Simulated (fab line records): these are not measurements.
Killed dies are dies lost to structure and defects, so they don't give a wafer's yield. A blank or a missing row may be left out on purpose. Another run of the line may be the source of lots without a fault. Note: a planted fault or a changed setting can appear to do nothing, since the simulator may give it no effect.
A lot that was struck, set against a sound lot + flow rit_cmos + 21 steps out of a route of 202
Sound: the wafers L603.2, L603.3, L603.4. The struck wafers were L607.1, L607.2, L607.3. The cause is given at the end.
Order at every step that has rows: each side's tool, ch and its chambers, its first start. Under that, the readings that differ: sound wafers + struck wafers + difference of the means + sigmas: that difference in standard deviations of wafers without a fault.
alike: words and numbers the same on both sides, and readings whose means are apart by under 2 such deviations; not compared: readings that were withheld, readings missing a value for some wafer, numbers with overlapping values and no deviation given by the record, and bounds like >300 which may hide the same value.
A row with sigmas, a row that says differs or no value, or rows on one side alone: a step with any of these is where the two part. Numbers that don't overlap but have no deviation are shown without sigmas and don't part them. A reading that every wafer of one side lacks parts them only if that side has two wafers or more.

first, 6 steps without rows for these wafers: RIT_NWELL_HMDS_00 (prime time 60 s); RIT_NWELL_COAT_01 (resist thk 1300 nm); RIT_NWELL_SOFTBAKE_02 (time 60 s); RIT_NWELL_EXPOSE_03 (exposes mask M2, target cd 43900 nm); RIT_NWELL_PEB_04; RIT_NWELL_DEVELOP_05 (develop time 68 s).
RIT_NWELL_OVL_MEAS_06:
  struck on overlay-02, day 4 15:04; sound on overlay-01, day 3 17:23
  alike: NWELL_OVL
then, 2 steps without rows for these wafers: RIT_NWELL_HARDBAKE_07 (time 120 s); RIT_NWELL_IMPLANT_08.
RIT_NWELL_STRIP_09: strips in O2, time 180 s.
  sound on plasma_asher-01 ch 0,1, day 3 17:49; struck on plasma_asher-03 ch 0,1, day 4 15:36
| reading                     | sound       | struck      | difference | sigmas |
|-----------------------------|-------------|-------------|------------|--------|
| drypump_motor_current_A (A) | 5.0 5.5 5.0 | 5.9 6.0 5.9 | +0.8       | +2     |
  not compared: rf_hours_counter_h
RIT_NWELL_TW_MEAS_10:
  struck on film_metro-02, day 4 15:46; sound on film_metro-03, day 3 18:01
  alike: NWELL_TW
then, 1 step without rows for these wafers: RIT_PWELL_HMDS_00 (prime time 60 s).
RIT_PWELL_COAT_01: resist thk 1300 nm.
  sound on litho_track-04 ch 0, day 3 18:14; struck on litho_track-04 ch 0, day 4 16:01
| reading                                    | sound          | struck         | difference | sigmas |
|--------------------------------------------|----------------|----------------|------------|--------|
| exhaust_pa (Pa)                            | 46.9 45.3 44.6 | 44.4 43.3 44.3 | -1.6       | -2     |
| model.NOVOLAK_of_PWELL_COAT_01.thk_nm (nm) | 1296 1300 1301 | 1549 1548 1542 | +247       |        |
  alike: resist_line_temp_C
then, 4 steps without rows for these wafers: RIT_PWELL_SOFTBAKE_02 (time 60 s); RIT_PWELL_EXPOSE_03 (exposes mask M3, target cd 43700 nm); RIT_PWELL_PEB_04; RIT_PWELL_DEVELOP_05 (develop time 68 s).
RIT_PWELL_OVL_MEAS_06:
  struck on overlay-01, day 4 16:44; sound on overlay-02, day 3 19:01
  alike: PWELL_OVL
RIT_PWELL_HARDBAKE_07: time 120 s.
  sound on litho_track-04 ch 0, day 3 19:05; struck on litho_track-04 ch 0, day 4 16:47
| reading                                    | sound          | struck         | difference | sigmas |
|--------------------------------------------|----------------|----------------|------------|--------|
| model.NOVOLAK_of_PWELL_COAT_01.thk_nm (nm) | 1133 1137 1138 | 1351 1350 1345 | +213       |        |
  alike: exhaust_pa, resist_line_temp_C
next, for these wafers, 1 step has no rows: RIT_PWELL_IMPLANT_08.
RIT_M1_PROBE_99:
  struck on prober-01, day 6 07:13; sound on prober-01, day 5 07:26
  alike: killed_at_front_end, killed_dies, killed_open, killed_short

== WHERE THEY PART ==
At RIT_NWELL_STRIP_09 first; at RIT_PWELL_COAT_01 last (within this record only). Later steps at which nothing parts them and some readings are alike: RIT_PWELL_OVL_MEAS_06, RIT_PWELL_HARDBAKE_07, RIT_M1_PROBE_99.

WHY: what the simulator had put in
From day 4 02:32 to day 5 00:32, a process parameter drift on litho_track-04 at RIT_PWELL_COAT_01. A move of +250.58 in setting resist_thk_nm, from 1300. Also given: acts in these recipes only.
